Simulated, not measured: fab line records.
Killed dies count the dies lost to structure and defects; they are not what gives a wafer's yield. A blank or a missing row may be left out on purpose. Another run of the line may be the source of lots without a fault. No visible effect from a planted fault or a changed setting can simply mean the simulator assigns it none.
A single fault, viewed from 2 desks -- flow rit_cmos -- each desk has only its own numbers; what lay behind them comes last

## DESK OF THE TOOL OWNER: furnace-02
The tool's own readings at RIT_GATE_OXIDATION_05 (target thk 3 nm, ox time 270 s): means of the sampled wafers that have a number, for each lot that ran on this tool. A lot is out of limits, marked OUT, if its mean lies more than 4 standard deviations from the usual mean; the brackets give that distance.
Columns: A = spike_tc_centre_C at RIT_GATE_OXIDATION_05, usual 902.0 C; B = spike_tc_load_C at RIT_GATE_OXIDATION_05, usual 926.5 C; C = spike_tc_source_C at RIT_GATE_OXIDATION_05, usual 923.7 C; D = zone_power_load_pct at RIT_GATE_OXIDATION_05, usual 25.8 %
lot,first seen here,A,B,C,D
L876,day 2 09:32,901.7,926.6,926.5,25.5
L879,day 2 22:47,901.7,926.2,926.3,25.8
L883,day 3 18:38,900.4,926.9,926.5,25.3
L893,day 5 22:43,900.3,927.7,926.1,25.5
L894,day 6 02:44,884.3 (-15) OUT,910.6 (-7.2) OUT,909.2 (-7.6) OUT,24.3
L898,day 6 22:58,885.0 (-14) OUT,910.8 (-7.2) OUT,909.7 (-7.4) OUT,24.6
Finding of this desk: L894, L898 out of limits; the first was L894 at day 6 02:44, on spike_tc_centre_C at RIT_GATE_OXIDATION_05. Within limits: L876, L879, L883, L893.

## METROLOGY DESK
What the gauges read for every lot (on any tool): the sampled wafers with a number, averaged. A lot is out of limits, marked OUT, if its mean lies more than 4 standard deviations from the usual mean; the brackets give that distance.
Columns: A = GATE_OXIDE_THK at RIT_GATE_THK_MEAS_07, usual 3.03 nm
lot,first seen here,A
L876,day 2 10:53,3.07
L877,day 2 14:50,3.04
L878,day 2 19:23,3.05
L879,day 3 01:03,3.14
L880,day 3 07:10,3.07
L883,day 3 19:59,3.10
L884,day 4 01:23,3.00
L887,day 4 16:49,3.10
L888,day 4 22:25,3.06
L893,day 6 01:07,3.03
L894,day 6 04:04,2.39 (-10) OUT
L895,day 6 08:26,3.02
L898,day 7 00:18,2.48 (-8.6) OUT
L899,day 7 04:31,3.08
This desk reports L894, L898 out of limits; the earliest was L894 at day 6 04:04 (GATE_OXIDE_THK at RIT_GATE_THK_MEAS_07). Within limits: L876, L877, L878, L879, L880, L883, L884, L887, L888, L893, L895, L899.

## PUT TOGETHER
An alarm could have come from the tool owner's desk at day 6 02:44, on L894, L898.
Metrology desk: alarm possible at day 6 04:04 on L894, L898.
Of the lots named, all ran RIT_GATE_OXIDATION_05 on furnace-02.

## WHAT THE SIMULATOR PUT IN
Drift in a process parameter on furnace-02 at RIT_GATE_OXIDATION_05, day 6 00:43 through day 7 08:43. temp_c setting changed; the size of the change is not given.
Struck lots among those shown: L894, L898.
Counting hours from when the fault started, the first reading out of limits came at 2 for the tool owner's desk and at 3 for the metrology desk.
